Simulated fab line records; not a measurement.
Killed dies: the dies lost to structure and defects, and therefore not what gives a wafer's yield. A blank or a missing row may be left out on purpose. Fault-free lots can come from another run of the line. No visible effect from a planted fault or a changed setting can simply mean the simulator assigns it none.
A lot that was struck, set against a sound lot + flow berkeley-cmos170 + 29 steps out of a route of 331
Sound: wafers L977.1, L977.2, L977.4. The struck wafers were L970.2, L970.3, L970.4. The cause is given at the end.
For every step that has rows: the tool of each side, followed by ch and its chambers, followed by its first start. Under that, the readings that differ: sound wafers + struck wafers + difference of the means + sigmas: that difference in standard deviations of wafers without a fault.
alike: a reading whose means differ by less than 2 such deviations, as well as words and numbers matching on both sides. not compared: withheld readings; readings where some wafer has no value; bounds like >300 that might hide an equal value; numbers whose values overlap and for which the record gives no deviation.
Wherever a step has rows on one side only, a row that says differs or no value, or a row with sigmas, the two part there. Numbers that don't overlap but have no deviation are shown without sigmas and don't part them. A reading that every wafer of one side lacks parts them only if that side has two wafers or more.

UCB170_ACTIVE_THK_MEAS_03:
  sound: film-metro-02 at day 7 15:50; struck: film-metro-02 at day 6 08:25
  alike: ACTIVE_OXIDE_THK
then, 2 steps without rows for these wafers: UCB170_ACTIVE_ANNEAL_04 (time 900 s); UCB170_ACTIVE_CVD_05 (deposits Si3N4 from SiH2Cl2/NH3, target thk 220 nm, time 3300 s).
UCB170_ACTIVE_THK_MEAS_06:
  sound: film-metro-03 at day 7 22:20; struck: film-metro-03 at day 6 15:07
  alike: ACTIVE_NITRIDE_THK
then, 6 steps without rows for these wafers: UCB170_ACTIVE_HMDS_07 (prime time 60 s); UCB170_ACTIVE_COAT_08 (resist thk 900 nm); UCB170_ACTIVE_SOFTBAKE_09 (time 60 s); UCB170_ACTIVE_EXPOSE_10 (exposes mask ACTIVE, target cd 1200 nm); UCB170_ACTIVE_PEB_11; UCB170_ACTIVE_DEVELOP_12 (develop time 45 s).
UCB170_ACTIVE_CD_MEAS_13 targets a cd of 1200 nm.
  sound: cd-sem-02 at day 8 00:28; struck: cd-sem-02 at day 6 16:35
  alike: cd-nm
UCB170_ACTIVE_OVL_MEAS_14:
  sound: overlay-02 at day 8 00:35; struck: overlay-01 at day 6 16:41
  alike: ACTIVE_OVL
UCB170_ACTIVE_ETCH_15: etches Si3N4 in CH3F/Ar/O2, stops on SiO2, target depth 242 nm, time 151 s.
  sound on rie-diel-01 ch 0,1,3, day 8 00:37; struck on rie-diel-02 ch 0,1,3, day 6 16:43
| reading                                       | sound             | struck            | difference | sigmas |
|-----------------------------------------------|-------------------|-------------------|------------|--------|
| model.KrF_of_ACTIVE_COAT_08.thk-nm (nm)       | 733 731 731.2     | 661.7 657.5 658   | -72.7      |        |
| model.SiO2_of_ACTIVE_OXIDATION_02.thk-nm (nm) | 22.94 22.35 22.57 | 7.204 5.949 5.863 | -16.281    |        |
  alike: drypump-motor-current-A, mfc-ar-sccm, oes-product-au, throttle-valve-pct
  not compared: rf-hours-counter-h
UCB170_ACTIVE_STRIP_16: strips in O2.
  sound on plasma-asher-02 ch 0,1, day 8 00:43; struck on plasma-asher-04 ch 0,1, day 6 16:49
| reading                      | sound             | struck            | difference | sigmas |
|------------------------------|-------------------|-------------------|------------|--------|
| strip-time-to-endpoint-s (s) | 18.29 18.23 18.25 | 16.58 16.48 16.49 | -1.74      | -16    |
  alike: drypump-motor-current-A, o2-flow-sccm, oes-product-au
  not compared: rf-hours-counter-h
UCB170_ACTIVE_CD_MEAS_90 targets a cd of 1200 nm.
  sound: cd-sem-01 at day 8 00:49; struck: cd-sem-01 at day 6 17:01
  alike: cd-nm
then, 7 steps without rows for these wafers: UCB170_ACTIVE_CLEAN_17 (cleans in SPM, time 600 s); UCB170_PFIELD_HMDS_00 (prime time 60 s); UCB170_PFIELD_COAT_01 (resist thk 900 nm); UCB170_PFIELD_SOFTBAKE_02 (time 60 s); UCB170_PFIELD_EXPOSE_03 (exposes mask PFIELD, target cd 1500 nm); UCB170_PFIELD_PEB_04; UCB170_PFIELD_DEVELOP_05 (develop time 45 s).
UCB170_PFIELD_OVL_MEAS_06:
  sound: overlay-01 at day 8 02:35; struck: overlay-02 at day 6 19:32
  alike: PFIELD_OVL
then, 1 step without rows for these wafers: UCB170_PFIELD_IMPLANT_07.
UCB170_PFIELD_STRIP_08: strips in O2.
  sound on plasma-asher-01 ch 0,1, day 8 02:46; struck on plasma-asher-02 ch 0,1, day 6 19:43
| reading                      | sound             | struck            | difference | sigmas |
|------------------------------|-------------------|-------------------|------------|--------|
| strip-time-to-endpoint-s (s) | 21.65 21.64 21.62 | 21.56 21.50 21.49 | -0.12      | -2     |
  alike: drypump-motor-current-A, o2-flow-sccm, oes-product-au
  not compared: rf-hours-counter-h
UCB170_PFIELD_TW_MEAS_09:
  sound: film-metro-02 at day 8 02:52; struck: film-metro-02 at day 6 19:49
  alike: PFIELD_TW
UCB170_FIELD_CLEAN_00: cleans in dHF, time 7.5 s.
  sound on wet-bench-02 ch 0, day 8 02:56; struck on wet-bench-01 ch 1, day 6 19:52
| reading                                       | sound             | struck            | difference | sigmas |
|-----------------------------------------------|-------------------|-------------------|------------|--------|
| model.SiO2_of_ACTIVE_OXIDATION_02.thk-nm (nm) | 21.47 20.87 21.09 | 5.723 4.473 4.372 | -16.287    |        |
then, 1 step without rows for these wafers: UCB170_FIELD_OXIDATION_01 (target thk 558.3 nm, ox time 7200 s).
-- the record jumps here: 4 days lie between the struck wafers' starts before and after (it left off in module FIELD and takes up again in module M3, whose first step shown is number 331 of the route) --
UCB170_M3_PROBE_99:
  record: rows for the struck wafers here (prober-01, day 10 20:05), none for the sound ones

== WHERE THEY PART ==
Last at UCB170_M3_PROBE_99 as far as this record goes, first at UCB170_ACTIVE_STRIP_16.

WHY: whatever the simulator had introduced
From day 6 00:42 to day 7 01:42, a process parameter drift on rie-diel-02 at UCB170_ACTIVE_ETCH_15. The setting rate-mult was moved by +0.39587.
